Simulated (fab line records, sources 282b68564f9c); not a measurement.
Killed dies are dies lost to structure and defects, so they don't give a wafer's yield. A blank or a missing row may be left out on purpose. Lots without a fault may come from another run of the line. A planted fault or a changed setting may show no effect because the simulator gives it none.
fab line records | flow rit_cmos
record lots=6 wafers=18 last_day=8
route steps=202 shown ACTIVE@2 FOX1@20 FOX2@23 M1@202
lots that met no fault: from a run of the same line without faults
start_h: hours from the record's first day to the start of the lot's first wafer shown | wait_h: hours since the lot's step before | " the same as in the row above | L1.1+2: a row that stands for several wafers | - no value, or no start given | * or withheld: withheld | < > ~ a bound
route shown NAME@n: a module of which the file shows steps, and the number in the route of the first | usual: mean/standard deviation of fault-free wafers | same: alike in all rows | chamber/n: place in a boat | sites: the reading at each site | _std_site: their standard deviation | _edge_site: outer sites' mean less inner sites' | radius_mm: how far each site lies from the wafer's centre | mask NAME#n: copy n | behind: the tool/chamber that last shaped the wafer | hold: why the lot was held/for how many hours/how that ended | device: the transistor (n, p or np) that didn't switch | end of line: the same wafers' tests at the end of the route | a step without rows: its recipe alone | killed: dies lost to structure and defects at the first sort, not the wafer's yield | map: a wafer's dies, x killed, . not, _ none there
set.NAME: the setting as run; set.NAME@STEP: as run at that earlier step | model.NAME: the simulator's own value behind a step, which no gauge read
lots at some steps of the route; a table a step, a row a wafer
services: from which hour (start_h, from the record's first day; less than 0 if before it) a tool's chamber was out of use, for how many hours, and why
## steps
# step RIT_ACTIVE_OXIDATION_01
# recipe temp_c=1000 ambient=O2 target_thk_a=468 ox_time_s=3360
# step RIT_ACTIVE_THK_MEAS_02
# recipe reads=SiO2_of_ACTIVE_OXIDATION_01
# usual ACTIVE_OXIDE_THK=47.4/0.99
# columns lot.wafer tool chamber start_h wait_h ACTIVE_OXIDE_THK[nm]
L764.3 film_metro-01 - 14.30 0.0 49.2
L764.5 " - " " 48.6
L764.6 " - " " 48.6
L772.1 film_metro-01 - 52.05 0.0 46.6
L772.2 " - " " 46.5
L772.3 " - " " 47.0
L778.1 film_metro-04 - 84.52 0.0 47.6
L778.5 " - " " 48.3
L778.6 " - " " 47.1
L781.2 film_metro-03 - 97.06 0.0 47.1
L781.5 " - " " 47.5
L781.6 " - " " 46.5
L785.2 film_metro-01 - 117.97 0.0 45.4
L785.3 " - " " 45.8
L785.4 " - " " 46.1
L786.2 film_metro-04 - 122.44 0.0 49.1
L786.4 " - " " 48.7
L786.5 " - " " 48.8
# step RIT_ACTIVE_CVD_03
# recipe material=Si3N4 target_thk_nm=150 temp_c=810 precursor=SiH2Cl2/NH3 time_s=1500 pressure_mtorr=300 sih2cl2_flow_sccm=60 nh3_flow_sccm=150
# step RIT_ACTIVE_THK_MEAS_04
# recipe reads=Si3N4_of_ACTIVE_CVD_03
# usual ACTIVE_NITRIDE_THK=150.1/1.2
# columns lot.wafer tool chamber start_h wait_h ACTIVE_NITRIDE_THK[nm]
L764.3 film_metro-03 - 15.77 0.0 151.0
L764.5 " - " " 150.7
L764.6 " - " " 150.6
L772.1 film_metro-03 - 54.14 0.0 147.8
L772.2 " - " " 145.9
L772.3 " - " " 146.7
L778.1 film_metro-03 - 85.99 0.0 151.2
L778.5 " - " " 151.6
L778.6 " - " " 150.2
L781.2 film_metro-04 - 99.25 0.0 149.4
L781.5 " - " " 150.3
L781.6 " - " " 150.7
L785.2 film_metro-03 - 119.45 0.0 148.0
L785.3 " - " " 150.0
L785.4 " - " " 150.0
L786.2 film_metro-03 - 123.91 0.0 149.2
L786.4 " - " " 148.9
L786.5 " - " " 150.9
# step RIT_ACTIVE_HMDS_05
# recipe prime_time_s=60 prime_temp_c=140
# step RIT_ACTIVE_COAT_06
# recipe resist=NOVOLAK spin_rpm=3250 resist_thk_nm=1000
# step RIT_ACTIVE_SOFTBAKE_07
# recipe resist=NOVOLAK temp_c=90 time_s=60
# step RIT_ACTIVE_EXPOSE_08
# recipe mask_id=M1 na=0.6 source_shape=conventional sigma_outer=0.6 target_cd_nm=1400 dose_mj=225
# step RIT_ACTIVE_PEB_09
# recipe resist=NOVOLAK temp_c=withheld time_s=withheld
# step RIT_ACTIVE_DEVELOP_10
# recipe resist=NOVOLAK develop_time_s=50 dev_temp_c=23
# step RIT_ACTIVE_CD_MEAS_11
# recipe target_cd_nm=1400
# usual cd_nm=1399.6/2.1
# columns lot.wafer tool chamber start_h wait_h cd_nm
L764.3 cd_sem-02 - 17.02 - 1399.7
L764.5 " - " " 1400.9
L764.6 " - " " 1399.7
L772.1 cd_sem-01 - 55.05 - 1399.3
L772.2 " - " " 1397.6
L772.3 " - " " 1399.2
L778.1 cd_sem-02 - 86.90 - 1398.7
L778.5 " - " " 1400.7
L778.6 " - " " 1396.7
L781.2 cd_sem-02 - 100.21 - 1395.2
L781.5 " - " " 1395.8
L781.6 " - " " 1396.9
L785.2 cd_sem-01 - 120.49 - 1398.9
L785.3 " - " " 1395.8
L785.4 " - " " 1398.8
L786.2 cd_sem-01 - 125.01 - 1396.8
L786.4 " - " " 1397.2
L786.5 " - " " 1398.8
# step RIT_ACTIVE_HARDBAKE_12
# recipe resist=NOVOLAK temp_c=140 time_s=60
# step RIT_ACTIVE_ETCH_13
# recipe stop_on=SiO2 chemistry=SF6 target=Si3N4 time_s=210 over_etch_frac=0.4 SF6_flow_sccm=200 pressure_mtorr=260 rf_w=125 target_depth_a=2100
# usual drypump_motor_current_A=5.9/0.4 oes_product_au=0.825/0.012 over_etch_frac=0.4/0 throttle_valve_pct=7.43/0.12
# columns lot.wafer tool chamber start_h wait_h drypump_motor_current_A oes_product_au over_etch_frac rf_hours_counter_h throttle_valve_pct model.NOVOLAK_of_ACTIVE_COAT_06.thk_nm model.ACTIVE.feature_depth_nm model.SiO2_of_ACTIVE_OXIDATION_01.thk_nm
L764.3 rie_diel-02 2 17.25 0.1 6.7 0.842 0.4 4 7.30 652.4 152 48.19
L764.5 " 1 " " 6.7 0.835 0.4 - 7.46 652.7 150.7 48.63
L764.6 " 0 " " 6.1 0.825 0.4 - 7.50 652.6 151.2 48.15
L772.1 rie_diel-03 0 55.32 0.1 5.7 0.827 0.4 67 7.55 651.8 148.4 46.16
L772.2 " 2 " " 6.0 0.820 0.4 44 7.45 649.5 146.2 46.18
L772.3 " 3 " " 5.9 0.798 0.4 26 7.27 653 146.7 47.03
L778.1 rie_diel-03 3 87.17 0.1 5.9 0.729 0.75768 27 7.26 596.7 168.9 29.97
L778.5 " 2 " " 6.0 0.844 0.4 - 7.45 653 151.8 48.06
L778.6 " 1 " " 5.9 0.828 0.4 - 7.51 656.6 150.2 47.08
L781.2 rie_diel-03 2 100.51 0.1 6.0 0.826 0.4 45 7.44 653.2 149.6 46.79
L781.5 " 2 " " 6.0 0.830 0.4 - 7.46 656.4 150.7 47.18
L781.6 " 3 " " 5.9 0.719 0.75768 - 7.26 601.4 168.1 29.08
L785.2 rie_diel-02 1 120.77 0.1 6.7 0.829 0.4 34 7.46 662.5 147.9 45.42
L785.3 " 3 " " 4.8 0.817 0.4 1 7.29 658 150.3 45.47
L785.4 " 1 " " 6.7 0.831 0.4 - 7.46 658.6 150 46.09
L786.2 rie_diel-02 3 125.26 0.1 4.8 0.812 0.4 1 7.27 658.6 149.5 48.75
L786.4 " 1 " " 6.7 0.828 0.4 - 7.45 655.7 149 48.63
L786.5 " 2 " " 6.7 0.849 0.4 - 7.31 651.7 151.9 47.83
# step RIT_ACTIVE_STRIP_14
# recipe chemistry=O2 time_s=180 resist=NOVOLAK platen_temp_c=withheld power_w=500 pressure_mtorr=4000 o2_flow_sccm=4000
# usual drypump_motor_current_A=5.6/0.37
# columns lot.wafer tool chamber start_h wait_h drypump_motor_current_A rf_hours_counter_h
L764.3 plasma_asher-04 0 17.44 0.1 5.7 -
L764.5 " 0 " " 5.7 -
L764.6 " 1 " " 5.1 -
L772.1 plasma_asher-04 1 55.45 0.1 5.1 43
L772.2 " 0 " " 5.8 43
L772.3 " 1 " " 5.1 -
L778.1 plasma_asher-03 0 87.31 0.1 6.0 44
L778.5 " 1 " " 5.2 -
L778.6 " 0 " " 6.0 -
L781.2 plasma_asher-03 1 100.64 0.1 5.2 45
L781.5 " 0 " " 6.0 -
L781.6 " 1 " " 5.2 -
L785.2 plasma_asher-01 0 120.90 0.1 5.6 29
L785.3 " 1 " " 6.1 -
L785.4 " 0 " " 5.6 -
L786.2 plasma_asher-04 1 125.39 0.1 5.1 1
L786.4 " 1 " " 5.1 -
L786.5 " 0 " " 5.7 -
# step RIT_ACTIVE_CD_MEAS_90
# recipe target_cd_nm=1400
# usual cd_nm=1399.6/2.2
# columns lot.wafer tool chamber start_h wait_h cd_nm
L764.3 cd_sem-01 - 17.60 0.1 1399.7
L764.5 " - " " 1400.8
L764.6 " - " " 1399.5
L772.1 cd_sem-01 - 55.62 0.1 1399.2
L772.2 " - " " 1397.1
L772.3 " - " " 1398.8
L778.1 cd_sem-01 - 87.48 0.1 1397.7
L778.5 " - " " 1400.6
L778.6 " - " " 1396.9
L781.2 cd_sem-02 - 100.83 0.1 1395.1
L781.5 " - " " 1395.4
L781.6 " - " " 1396.3
L785.2 cd_sem-02 - 121.10 0.1 1398.6
L785.3 " - " " 1395.3
L785.4 " - " " 1399.0
L786.2 cd_sem-02 - 125.59 0.1 1397.0
L786.4 " - " " 1397.5
L786.5 " - " " 1399.2
# step RIT_ACTIVE_CLEAN_15
# recipe chemistry=SC1 mix=3:3:50 time_s=600 temp_c=75
# step RIT_ACTIVE_CLEAN_16
# recipe chemistry=dHF dilution=50:1 time_s=30
# step RIT_ACTIVE_CLEAN_17
# recipe chemistry=SC2 mix=3:3:50 time_s=600 temp_c=75 dry=n2_spin
# step RIT_FOX1_OXIDATION_00
# recipe temp_c=1100 ambient=H2O target_thk_a=3507 p_h2o_torr=720 ox_time_s=1130
# step RIT_FOX1_THK_MEAS_01
# recipe reads=SiO2_of_FOX1_OXIDATION_00
# usual FOX1_OXIDE_THK=352/6.7
# columns lot.wafer tool chamber start_h wait_h FOX1_OXIDE_THK[nm]
L764.3 film_metro-02 - 19.62 0.0 347
L764.5 " - " " 341
L764.6 " - " " 346
L772.1 film_metro-03 - 60.16 0.0 349
L772.2 " - " " 351
L772.3 " - " " 353
L778.1 film_metro-03 - 89.30 0.0 348
L778.5 " - " " 341
L778.6 " - " " 349
L781.2 film_metro-03 - 103.38 0.0 356
L781.5 " - " " 356
L781.6 " - " " 354
L785.2 film_metro-02 - 124.00 0.0 352
L785.3 " - " " 352
L785.4 " - " " 355
L786.2 film_metro-03 - 127.43 0.0 350
L786.4 " - " " 352
L786.5 " - " " 352
# step RIT_FOX1_WET_ETCH_02
# recipe chemistry=BOE target_depth_nm=350 time_s=390 temp_c=21.5 dry=n2_spin dilution=10:1 target=SiO2
# step RIT_FOX2_OXIDATION_00
# recipe temp_c=1100 ambient=H2O target_thk_a=3507 p_h2o_torr=720 ox_time_s=1130
# step RIT_FOX2_THK_MEAS_01
# recipe reads=SiO2_of_FOX2_OXIDATION_00
# usual FOX2_OXIDE_THK=352/7.6
# columns lot.wafer tool chamber start_h wait_h FOX2_OXIDE_THK[nm]
L764.3 film_metro-02 - 21.11 0.0 352
L764.5 " - " " 348
L764.6 " - " " 354
L772.1 film_metro-03 - 61.65 0.0 359
L772.2 " - " " 348
L772.3 " - " " 348
L778.1 film_metro-01 - 91.54 0.0 348
L778.5 " - " " 347
L778.6 " - " " 352
L781.2 film_metro-03 - 104.87 0.0 356
L781.5 " - " " 356
L781.6 " - " " 357
L785.2 film_metro-01 - 125.49 0.0 354
L785.3 " - " " 350
L785.4 " - " " 351
L786.2 film_metro-02 - 128.92 0.0 345
L786.4 " - " " 342
L786.5 " - " " 344
# step RIT_FOX2_CLEAN_02
# recipe chemistry=dHF dilution=50:1 time_s=180
# step RIT_FOX2_WET_ETCH_03
# recipe chemistry=H3PO4 target=Si3N4 target_depth_nm=195 temp_c=165 time_s=2700
# usual bath_guard_temp_C=164.8/0.45 temp_c=164.96/0.14
# columns lot.wafer tool chamber start_h wait_h bath_guard_temp_C temp_c model.SiO2_of_ACTIVE_OXIDATION_01.thk_nm
L764.3 wet_bench-04 2 21.21 0.0 164.5 165.03 42.54
L764.5 " 2 " " 164.6 165.00 42.94
L764.6 " 2 " " 164.5 164.86 42.54
L772.1 wet_bench-03 0 61.76 0.0 164.4 164.77 40.93
L772.2 " 0 " " 164.7 164.92 40.93
L772.3 " 0 " " 164.3 164.82 41.7
L778.1 wet_bench-03 2 91.67 0.0 164.6 164.97 26.61
L778.5 " 2 " " 164.5 165.09 42.7
L778.6 " 2 " " 164.7 165.11 41.87
L781.2 wet_bench-03 3 104.98 0.0 165.3 165.01 41.7
L781.5 " 3 " " 165.2 164.88 42.05
L781.6 " 3 " " 165.1 164.82 25.91
L785.2 wet_bench-04 3 125.60 0.0 165.4 165.29 40.38
L785.3 " 3 " " 165.7 165.19 40.41
L785.4 " 3 " " 165.1 165.04 40.97
L786.2 wet_bench-04 3 129.03 0.0 165.1 164.80 43.43
L786.4 " 3 " " 165.4 164.91 43.3
L786.5 " 3 " " 165.0 164.61 42.6
# step RIT_FOX2_THK_MEAS_90
# recipe reads=SiO2_of_FOX2_OXIDATION_00
# usual FIELD_OXIDE_LEFT_1_THK=325/7.7
# columns lot.wafer tool chamber start_h wait_h FIELD_OXIDE_LEFT_1_THK[nm]
L764.3 film_metro-03 - 21.99 0.0 325
L764.5 " - " " 320
L764.6 " - " " 326
L772.1 film_metro-01 - 62.52 0.0 332
L772.2 " - " " 320
L772.3 " - " " 320
L778.1 film_metro-01 - 92.43 0.0 320
L778.5 " - " " 320
L778.6 " - " " 325
L781.2 film_metro-02 - 105.74 0.0 329
L781.5 " - " " 329
L781.6 " - " " 330
L785.2 film_metro-02 - 126.37 0.0 327
L785.3 " - " " 323
L785.4 " - " " 325
L786.2 film_metro-01 - 129.79 0.0 317
L786.4 " - " " 314
L786.5 " - " " 316
# step RIT_M1_PROBE_99
# usual killed_at_contacts=0.1/0.23 killed_at_front_end=7/3 killed_dies=7/3 killed_open=3.3/1.8 killed_short=3.3/2.2
# same gross_dies=264 killed_at_M0_to_M3=0 killed_at_M4_up=0 killed_at_back_side=0 killed_at_other=0
# columns lot.wafer tool chamber start_h wait_h killed_at_contacts killed_at_front_end killed_dies killed_open killed_short
L772.1 prober-02 - 105.89 0.1 0 6 6 2 4
L772.2 prober-02 - 105.94 0.1 0 6 6 4 2
L772.3 prober-02 - 105.99 0.2 0 7 7 2 5
L778.1 prober-02 - 134.69 0.1 0 8 8 3 5
L778.5 prober-02 - 134.89 0.2 0 6 6 4 2
L778.6 prober-02 - 134.94 0.2 0 8 8 5 3
L781.2 prober-01 - 145.79 0.1 0 2 2 1 1
L781.5 prober-01 - 145.94 0.2 0 2 2 2 0
L781.6 prober-01 - 145.99 0.2 1 9 10 6 4
L785.2 prober-02 - 167.57 0.1 0 5 5 2 3
L785.3 prober-02 - 167.62 0.2 0 5 5 4 1
L785.4 prober-02 - 167.67 0.2 0 8 8 3 5
# killed by level:class
L772.1 GATE:geometric_particle:short=2 GATE:geometric_particle:open=2 REOX:geometric_particle:short=1 SILICIDE:geometric_particle:short=1
L772.2 GATE:geometric_particle:short=2 FOX1:geometric_particle:open=1 FOX2:geometric_particle:open=1 GATE:geometric_particle:open=1 SPACER:geometric_particle:open=1
L772.3 GATE:geometric_particle:short=4 GATE:geometric_particle:open=2 FOX2:geometric_particle:short=1
L778.1 FOX1:geometric_particle:short=3 FOX2:geometric_particle:open=1 FOX2:geometric_particle:short=1 GATE:geometric_particle:open=1 REOX:geometric_particle:short=1 SILICIDE:geometric_particle:open=1
L778.5 GATE:geometric_particle:open=3 FOX1:geometric_particle:short=1 SPACER:geometric_particle:short=1 SPACER:geometric_particle:open=1
L778.6 FOX1:geometric_particle:open=2 GATE:geometric_particle:open=2 FOX1:geometric_particle:short=1 FOX2:geometric_particle:short=1 SPACER:geometric_particle:short=1 FOX2:geometric_particle:open=1
L781.2 FOX1:geometric_particle:short=1 GATE:geometric_particle:open=1
L781.5 FOX1:geometric_particle:open=1 GATE:geometric_particle:open=1
L781.6 FOX1:geometric_particle:short=2 GATE:geometric_particle:open=2 SILICIDE:geometric_particle:open=2 FOX2:geometric_particle:open=1 GATE:geometric_particle:short=1 SILICIDE:geometric_particle:short=1 CONTACT:geometric_particle:open=1
L785.2 GATE:geometric_particle:short=2 GATE:geometric_particle:open=2 FOX1:geometric_particle:short=1
L785.3 SILICIDE:geometric_particle:open=3 SPACER:geometric_particle:open=1 SILICIDE:geometric_particle:short=1
L785.4 SILICIDE:geometric_particle:short=4 GATE:geometric_particle:open=2 REOX:geometric_particle:short=1 SPACER:geometric_particle:open=1
## services
# columns tool chamber start_h hours kind
rie_diel-03 1 52.89 18.1 repair
rie_diel-02 3 68.64 - clean
rie_diel-02 3 68.64 20.6 scheduled_down
rie_diel-02 3 68.64 20.6 vent_cycle
rie_diel-03 1 70.97 - clean
rie_diel-03 1 70.97 13.4 scheduled_down
rie_diel-03 1 70.97 13.4 vent_cycle
rie_diel-03 0 85.92 16.2 repair
plasma_asher-04 - 108.75 9.0 pm
plasma_asher-04 0 108.75 9.0 vent_cycle
plasma_asher-04 1 108.75 9.0 vent_cycle
plasma_asher-04 0 117.75 - clean
plasma_asher-04 1 117.75 - clean
rie_diel-02 0 119.41 8.8 repair
## key
first_sign step=RIT_ACTIVE_ETCH_13 reading=over_etch_frac direction=up sigmas=99+ usual=0.4 struck=0.75768
effect step=RIT_ACTIVE_ETCH_13 reading=oes_product_au direction=down sigmas=8.1 usual=0.825 struck=0.724
model_effect step=RIT_ACTIVE_ETCH_13 value=NOVOLAK_of_ACTIVE_COAT_06.thk_nm without=656.9 struck=599
model_effect step=RIT_FOX2_WET_ETCH_03 value=SiO2_of_ACTIVE_OXIDATION_01.thk_nm without=41.85 struck=26.26
met_at RIT_ACTIVE_ETCH_13
struck_wafers L778.1,L781.6
tester_left_out L778,L781
onset_between 55.32 87.17
fault kind=process_parameter_drift tool=rie_diel-03 chamber=3 onset_h=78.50 steps=RIT_ACTIVE_ETCH_13 channel=over_etch_frac offset=0.35768 shape=step end_h=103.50 acts_in=these_recipes_only stated=0.4
# tester_left_out: of these lots the tester's yield and bins aren't shown, on N5 and GAA mostly nor the transistor test; their killed dies are dies lost to structure and defects alone, not to doping, threshold or leakage, so they don't give the yield
